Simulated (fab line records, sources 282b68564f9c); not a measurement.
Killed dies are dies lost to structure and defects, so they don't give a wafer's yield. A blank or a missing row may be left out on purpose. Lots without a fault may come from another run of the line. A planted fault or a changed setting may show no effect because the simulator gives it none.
fab line records | flow rit_cmos
record lots=14 wafers=42 last_day=7
route steps=202 shown FOX1@22
lots that met no fault: from a run of the same line without faults
start_h: hours from the record's first day to the start of the lot's first wafer shown | wait_h: hours since the lot's step before | " the same as in the row above | L1.1+2: a row that stands for several wafers | - no value, or no start given | * or withheld: withheld | < > ~ a bound
route shown NAME@n: a module of which the file shows steps, and the number in the route of the first | usual: mean/standard deviation of fault-free wafers | same: alike in all rows | chamber/n: place in a boat | sites: the reading at each site | _std_site: their standard deviation | _edge_site: outer sites' mean less inner sites' | radius_mm: how far each site lies from the wafer's centre | mask NAME#n: copy n | behind: the tool/chamber that last shaped the wafer | hold: why the lot was held/for how many hours/how that ended | device: the transistor (n, p or np) that didn't switch | end of line: the same wafers' tests at the end of the route | a step without rows: its recipe alone | killed: dies lost to structure and defects at the first sort, not the wafer's yield | map: a wafer's dies, x killed, . not, _ none there
set.NAME: the setting as run; set.NAME@STEP: as run at that earlier step | model.NAME: the simulator's own value behind a step, which no gauge read
steps of the route over a sample of lots; a table a step, a row a wafer
services: from which hour (start_h, from the record's first day; less than 0 if before it) a tool's chamber was out of use, for how many hours, and why
## steps
# step RIT_FOX1_WET_ETCH_02
# recipe chemistry=BOE target_depth_nm=350 time_s=390 temp_c=21.5 dry=n2_spin dilution=10:1 target=SiO2
# usual bath_heat_duty_pct=1.7/0.4 run_length_s=418/3.8 time_s=390/0
# columns lot.wafer tool chamber start_h wait_h bath_heat_duty_pct run_length_s time_s
L759.1 wet_bench-01 1 29.22 0.1 - - -
L759.3 " 1 " " - - -
L759.5 " 1 " " - - -
L760.2 wet_bench-02 2 34.01 0.0 - - -
L760.3 " 2 " " - - -
L760.6 " 2 " " - - -
L761.4 wet_bench-03 1 37.61 0.0 1.7 414 390
L761.5 " 1 " " 1.0 414 390
L761.6 " 1 " " 1.4 414 390
L762.1 wet_bench-02 1 43.89 0.1 1.2 415 390
L762.2 " 1 " " 1.6 415 390
L762.6 " 1 " " 1.8 415 390
L769.1 wet_bench-03 1 77.75 0.1 2.0 421 390
L769.5 " 1 " " 2.1 421 390
L769.6 " 1 " " 2.3 421 390
L771.1 wet_bench-02 0 87.65 0.1 2.0 416 390
L771.3 " 0 " " 0.5 416 390
L771.4 " 0 " " 2.4 416 390
L772.1 wet_bench-03 2 92.21 0.1 2.1 415 390
L772.2 " 2 " " 1.5 415 390
L772.5 " 2 " " 1.5 415 390
L773.1 wet_bench-01 1 98.99 0.1 2.0 413 390
L773.3 " 1 " " 1.9 413 390
L773.4 " 1 " " 2.2 413 390
L774.2 wet_bench-02 3 104.84 0.0 2.1 415 390
L774.4 " 3 " " 1.5 415 390
L774.5 " 3 " " 1.8 415 390
L775.1 wet_bench-03 2 109.54 0.1 2.1 415 390
L775.2 " 2 " " 1.8 415 390
L775.4 " 2 " " 1.5 415 390
L777.2 wet_bench-03 0 117.26 0.0 1.8 415 390
L777.3 " 0 " " 1.9 415 390
L777.5 " 0 " " 1.5 415 390
L778.2 wet_bench-02 3 122.79 0.0 2.0 416 390
L778.5 " 3 " " 1.5 416 390
L778.6 " 3 " " 1.1 416 390
L779.1 wet_bench-03 1 128.16 0.1 1.5 422 390
L779.2 " 1 " " 1.4 422 390
L779.6 " 1 " " 2.6 422 390
L780.2 wet_bench-02 0 134.61 0.0 2.2 414 390
L780.3 " 0 " " 2.0 414 390
L780.4 " 0 " " 1.8 414 390
## services
# columns tool chamber start_h hours kind
wet_bench-03 - 10.26 0.8 repair
wet_bench-01 - 41.14 2.9 repair
## key
first_sign step=RIT_FOX1_WET_ETCH_02 reading=tool_record direction=missing
effect none on later readings
met_at RIT_FOX1_WET_ETCH_02
struck_lots L759,L760
later_rows_left_out L759.1,L759.3,L759.5,L760.2,L760.3,L760.6
sort_left_out L759.1,L759.3,L759.5,L760.2,L760.3,L760.6
tester_left_out L759,L760
fault kind=skipped_step_whole tool=wet_bench-01,wet_bench-02 chamber=- onset_h=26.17 steps=RIT_FOX1_WET_ETCH_02 scope=struck_lots_only
# tester_left_out: of these lots the tester's yield and bins aren't shown, on N5 and GAA mostly nor the transistor test; their killed dies are dies lost to structure and defects alone, not to doping, threshold or leakage, so they don't give the yield
# sort_left_out: the simulated sort isn't trusted on such a fault, so these wafers' sort isn't shown, and their yield isn't known
# later_rows_left_out: the simulator's readings of these wafers behind a module that went badly wrong aren't trusted and aren't shown, but for the sort
